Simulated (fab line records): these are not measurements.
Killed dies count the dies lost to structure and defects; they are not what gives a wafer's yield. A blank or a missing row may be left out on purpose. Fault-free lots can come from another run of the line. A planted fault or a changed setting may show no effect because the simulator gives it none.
fab line records -- flow ritCmos
record: lots: 5, wafers: 23
route steps=202 shown M1@200
startH: hours from the record's opening day to when the first of the lot's shown wafers began -- waitH: time in hours since the lot's previous step -- " identical to the entry in the row above -- L1.1+2: a single row standing in for several wafers -- - either no value or no given start -- * or withheld: withheld -- < > ~ a bound
route shown NAME@n: NAME is a module with steps in the file, n the number in the route of the first one -- usual: average and standard deviation across the fault-free wafers -- same: alike in all rows -- chamber/n: place in a boat -- sites: readings site by site -- _std_site: standard deviation of those values -- _edge_site: inner sites' mean taken away from outer sites' mean -- radiusMm: how far each site lies from the wafer's centre -- mask NAME#n: copy n -- behind: the tool/chamber that last shaped the wafer -- hold: reason for holding the lot/hours on hold/outcome of the hold -- device: transistor that didn't switch, given as n, p or np -- end of line: tests of these same wafers at the route's end -- step lacking rows: just its recipe -- killed: not the wafer's yield, but the dies lost to structure and defects at the first sort -- map: the dies of a wafer, with x for killed, . for not killed, _ for no die there
set.NAME: the run value of the setting; set.NAME@STEP: its run value at that earlier step -- model.NAME: the simulator's own value behind a step, which no gauge read
lots run with intentionally changed settings; tables by step, rows by wafer
== steps ==
step: RIT_M1_ANNEAL_15
recipe: tempC: 450, timeS: 1800, ambient: forming_gas_H2N2
lot.wafer,tool,chamber,startH,waitH,set.timeS
L074.1+2+3+4+5,-,-,-,1.7,1880
L075.1+2+3+4+5,-,-,-,0.3,1800
L078.1+4+6,-,-,76.60,0.9,1800
L083.1+3+4+5+6,-,-,-,1.8,1666
L085.1+2+4+5+6,-,-,-,0.1,1667
step: RIT_M1_PROBE_99
usual: killed_at_M0_to_M3: 0.1/0.34, killedAtContacts: 0.1/0.28, killedAtFrontEnd: 7/3.2, killedDies: 7/3.3, killedOpen: 3.6/2.1, killedShort: 3.3/1.9
same: grossDies: 264, killed_at_M4_up: 0, killedAtBackSide: 0, killedAtOther: 0
lot.wafer,tool,chamber,startH,waitH,set.timeS@GATE_CVD_08,set.timeS@SPACER_ETCHBACK_05,killed_at_M0_to_M3,killedAtContacts,killedAtFrontEnd,killedDies,killedOpen,killedShort,model.etest.pplusSal.widthNm,model.etest.nplusSal.widthNm,model.etest.nmosTurned.driveUaUm
L074.1,prober-02,-,59.03,0.1,2359,268.8,0,0,8,8,5,3,3568,3542,276.8
L074.2,prober-02,-,59.08,0.1,2359,240,0,0,7,7,3,4,3498,3504,289.2
L074.3,prober-02,-,59.13,0.2,2359,240,0,1,9,10,6,4,3497,3494,278.9
L074.4,prober-02,-,59.18,0.2,2359,268.8,0,0,11,11,8,3,3537,3548,287.1
L074.5,prober-02,-,59.23,0.2,2359,268.8,0,0,11,11,2,9,3570,3571,279.8
L075.1,prober-01,-,62.16,0.1,1921,240,0,0,8,8,4,4,3400,3410,390.7
L075.2,prober-01,-,62.21,0.1,1921,265.2,0,0,10,10,5,5,-,-,-
L075.3,prober-01,-,62.26,0.2,1921,265.2,0,0,6,6,1,5,-,-,-
L075.4,prober-01,-,62.31,0.2,1921,265.2,1,0,5,6,2,3,-,-,-
L075.5,prober-01,-,62.36,0.2,1921,240,1,0,4,5,3,1,3436,3436,393.9
L078.1,prober-02,-,78.22,0.1,2220,240,2,0,5,7,2,3,3456,3447,329
L078.4,prober-02,-,78.37,0.2,2220,240,1,0,8,9,3,5,3470,3452,335.8
L078.6,prober-02,-,78.47,0.2,2220,240,0,0,9,9,5,4,3473,3474,324.7
L083.1,prober-01,-,103.55,0.1,2497,249.2,0,0,2,2,1,1,3450,3450,245.4
L083.3,prober-01,-,103.65,0.2,2497,240,0,1,5,6,4,2,3419,3425,251.3
L083.4,prober-01,-,103.70,0.2,2497,240,0,0,7,7,4,3,3415,3412,229.1
L083.5,prober-01,-,103.75,0.2,2497,240,0,0,5,5,3,2,3429,3417,255.6
L083.6,prober-01,-,103.80,0.2,2497,249.2,0,0,3,3,1,2,3450,3462,252.3
L085.1,prober-01,-,111.34,0.1,2044,240,0,0,8,8,2,6,3448,3422,370.3
L085.2,prober-01,-,111.39,0.1,2044,205.8,0,0,10,10,7,3,3358,3346,367.9
L085.4,prober-01,-,111.49,0.2,2044,205.8,0,0,4,4,2,1,3345,3342,368.7
L085.5,prober-01,-,111.54,0.2,2044,240,0,1,3,4,2,2,3437,3449,365.1
L085.6,prober-01,-,111.59,0.2,2044,205.8,0,0,8,8,2,4,3334,3329,369.9
killed by level:class
L074.1 GATE:geometricParticle:open=2 SPACER:geometricParticle:open=2 SILICIDE:geometricParticle:short=2 FOX1:geometricParticle:open=1 GATE:geometricParticle:short=1
L074.2 ACTIVE:geometricParticle:short=1 FOX1:geometricParticle:open=1 GATE:geometricParticle:open=1 GATE:geometricParticle:short=1 SPACER:geometricParticle:short=1 SPACER:geometricParticle:open=1 SILICIDE:geometricParticle:short=1
L074.3 GATE:geometricParticle:open=3 FOX1:geometricParticle:open=2 GATE:geometricParticle:short=2 SPACER:geometricParticle:open=1 SPACER:geometricParticle:short=1 CONTACT:geometricParticle:short=1
L074.4 GATE:geometricParticle:open=3 REOX:geometricParticle:open=3 REOX:geometricParticle:short=2 FOX1:geometricParticle:open=1 FOX2:geometricParticle:open=1 GATE:geometricParticle:short=1
L074.5 GATE:geometricParticle:short=4 SPACER:geometricParticle:short=2 SILICIDE:geometricParticle:short=2 FOX1:geometricParticle:short=1 GATE:geometricParticle:open=1 SPACER:geometricParticle:open=1
L075.1 GATE:geometricParticle:open=3 GATE:geometricParticle:short=3 SILICIDE:geometricParticle:open=1 SILICIDE:geometricParticle:short=1
L075.2 GATE:geometricParticle:short=5 GATE:geometricParticle:open=4 FOX2:geometricParticle:open=1
L075.3 SILICIDE:geometricParticle:short=3 GATE:geometricParticle:short=1 SPACER:geometricParticle:short=1 SILICIDE:geometricParticle:open=1
L075.4 FOX1:geometricParticle:open=2 FOX2:geometricParticle:short=1 GATE:geometricParticle:short=1 SPACER:geometricParticle:short=1 M1:coatMicrobubblePrinted=1
L075.5 GATE:geometricParticle:open=1 REOX:geometricParticle:open=1 SPACER:geometricParticle:short=1 SILICIDE:geometricParticle:open=1 M1:coatMicrobubblePrinted=1
L078.1 SPACER:geometricParticle:short=3 M1:coatMicrobubblePrinted=2 GATE:geometricParticle:open=1 REOX:geometricParticle:open=1
L078.4 REOX:geometricParticle:short=2 SPACER:geometricParticle:open=2 GATE:geometricParticle:open=1 GATE:geometricParticle:short=1 SPACER:geometricParticle:short=1 SILICIDE:geometricParticle:short=1 M1:coatMicrobubblePrinted=1
L078.6 REOX:geometricParticle:short=3 GATE:geometricParticle:open=2 FOX2:geometricParticle:open=1 SPACER:geometricParticle:short=1 SPACER:geometricParticle:open=1 SILICIDE:geometricParticle:open=1
L083.1 SILICIDE:geometricParticle:short=1 SILICIDE:geometricParticle:open=1
L083.3 GATE:geometricParticle:open=2 SPACER:geometricParticle:open=1 SILICIDE:geometricParticle:short=1 SILICIDE:geometricParticle:open=1 CONTACT:geometricParticle:short=1
L083.4 GATE:geometricParticle:open=3 GATE:geometricParticle:short=2 SILICIDE:geometricParticle:open=1 SILICIDE:geometricParticle:short=1
L083.5 SPACER:geometricParticle:open=2 FOX1:geometricParticle:short=1 REOX:geometricParticle:short=1 SILICIDE:geometricParticle:open=1
L083.6 GATE:geometricParticle:short=1 GATE:geometricParticle:open=1 SILICIDE:geometricParticle:short=1
L085.1 GATE:geometricParticle:short=2 REOX:geometricParticle:short=2 SILICIDE:geometricParticle:short=2 GATE:geometricParticle:open=1 REOX:geometricParticle:open=1
L085.2 GATE:geometricParticle:open=3 REOX:geometricParticle:open=2 SPACER:geometricParticle:open=2 FOX1:geometricParticle:short=1 GATE:geometricParticle:short=1 REOX:geometricParticle:short=1
L085.4 GATE:geometricParticle:open=2 SPACER:geometricParticle:short=1 SPACER:areaEtchback=1
L085.5 GATE:geometricParticle:short=1 REOX:geometricParticle:open=1 SILICIDE:geometricParticle:open=1 CONTACT:geometricParticle:short=1
L085.6 SILICIDE:geometricParticle:short=2 SPACER:areaEtchback=2 FOX1:geometricParticle:open=1 GATE:geometricParticle:short=1 SPACER:geometricParticle:open=1 SPACER:geometricParticle:short=1
== key ==
split: step: RIT_M1_ANNEAL_15, setting: timeS, stated: 1800, by: lot
response none clear
split outsideThisFile step=RIT_GATE_CVD_08 setting=timeS
split outsideThisFile step=RIT_SPACER_ETCHBACK_05 setting=timeS
split outsideThisFile: this setting was split too, and the file shows its column; the key of that split is in another file
